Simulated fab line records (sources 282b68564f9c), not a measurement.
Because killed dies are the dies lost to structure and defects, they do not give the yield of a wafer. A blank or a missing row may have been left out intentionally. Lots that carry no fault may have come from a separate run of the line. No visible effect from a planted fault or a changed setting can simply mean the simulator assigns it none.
Lot-split experiment	flow rit-cmos	route with 202 steps; 5 lots, 23 wafers read

== THE SPLIT ==
At RIT_ACTIVE_COAT_06 (resist thk 1000 nm), the setting spin-rpm was moved away from the recipe's 3250 rpm on 5 of the 23 wafers read, by -4.5% to +7.1%. The other wafers ran this setting at the recipe's value.

== THE PATH FROM SPLIT TO READING: the file shows 1 step between them ==
- RIT_ACTIVE_HARDBAKE_12: time 60 s (also split here: temp-c)

== THE READING ==
NOVOLAK_of_ACTIVE_COAT_06.thk-nm (the simulator's own value, which no gauge read), in nm, at RIT_ACTIVE_ETCH_13 (etches Si3N4 in SF6, stops on SiO2, time 210 s, target depth 210 nm). The file does not state a usual value for it. Average 659.2 nm, standard deviation 7.5 nm, over the 18 wafers here run with the recipe.

wafer	tool, chamber at the split	spin-rpm as run, rpm	against the recipe	NOVOLAK_of_ACTIVE_COAT_06.thk-nm, nm	against lot-mates on the recipe
L074.1	litho-track-02, 0	3250	recipe	668	-
L074.2	litho-track-02, 0	3104	-4.5%	678.9	+12.9
L074.3	litho-track-02, 0	3250	recipe	664.1	-
L074.4	litho-track-02, 0	3104	-4.5%	679.9	+13.9
L074.5	litho-track-02, 0	3104	-4.5%	678.6	+12.6
L082.1	litho-track-04, 0	3250	recipe	656	-
L082.4	litho-track-04, 0	3250	recipe	653.5	-
L082.5	litho-track-04, 0	3250	recipe	656	-
L083.1	litho-track-02, 0	3250	recipe	660	-
L083.2	litho-track-02, 0	3250	recipe	644.1	-
L083.4	litho-track-02, 0	3250	recipe	646.9	-
L083.5	litho-track-02, 0	3250	recipe	649.2	-
L083.6	litho-track-02, 0	3250	recipe	656.2	-
L084.1	litho-track-04, 0	3250	recipe	661	-
L084.3	litho-track-04, 0	3250	recipe	666.1	-
L084.4	litho-track-04, 0	3481	+7.1%	623.5	-37.6
L084.5	litho-track-04, 0	3250	recipe	656.2	-
L084.6	litho-track-04, 0	3481	+7.1%	625.8	-35.3
L085.1	litho-track-03, 0	3250	recipe	674.1	-
L085.2	litho-track-03, 0	3250	recipe	660.9	-
L085.3	litho-track-03, 0	3250	recipe	665.2	-
L085.4	litho-track-03, 0	3250	recipe	666.3	-
L085.5	litho-track-03, 0	3250	recipe	661.4	-

FIT RESULTS
A straight line over all 23 wafers: NOVOLAK_of_ACTIVE_COAT_06.thk-nm changes by -4.7 nm for each +1% of spin-rpm; r = -0.88; the points scatter about the line by 7 nm.
The same after taking each lot's own level away (the mean of its wafers on the recipe; 23 wafers): -4.29 nm for each +1%; r = -0.93; scatter 4.9 nm.
On that fit, the largest move of spin-rpm shifts the reading by 31 nm.
Across the lots, their own levels run from 651.28 to 666.05 nm, a range of 2.0 times the standard deviation given above.
The two slopes are in agreement: the lot-to-lot level therefore moves the slope only a little.
Check: for one of the wafers moved furthest among these (+7.1%), held out of the fit, the line's prediction against its lot-mates is -28.7 nm. It came out at -37.6 nm against them.

== THESE WAFERS: OTHER SPLITS ==
Note: prior to the reading, these wafers also went through further splits. Each is held against what the fit with the lots' levels taken away leaves over:
other split on the same wafers	wafers away from the commonest value	r with NOVOLAK_of_ACTIVE_COAT_06.thk-nm (lot level and that fit taken away)
RIT_ACTIVE_CVD_03 pressure-mtorr	18	-0.30
RIT_ACTIVE_HARDBAKE_12 temp-c	7	-0.12

== THE WHOLE CHAIN: every reading that the file lists as answering this split, in the file's order ==
step	what it does	reading	change (the file's fit)	r (the file's)
RIT_ACTIVE_COAT_06	resist thk 1000 nm	NOVOLAK_of_ACTIVE_COAT_06.thk-nm (the simulator's own value, which no gauge read)	-4.78 nm for each +1% of the setting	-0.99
RIT_ACTIVE_HARDBAKE_12	time 60 s	NOVOLAK_of_ACTIVE_COAT_06.thk-nm (the simulator's own value, which no gauge read)	-4.23 nm for each +1% of the setting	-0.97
RIT_ACTIVE_ETCH_13	etches Si3N4 in SF6, stops on SiO2, time 210 s, target depth 210 nm	NOVOLAK_of_ACTIVE_COAT_06.thk-nm (the simulator's own value, which no gauge read)	-4.49 nm for each +1% of the setting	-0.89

== FILE'S OWN FIT ==
NOVOLAK_of_ACTIVE_COAT_06.thk-nm changes by -4.49 nm for each +1% of spin-rpm, r = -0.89.
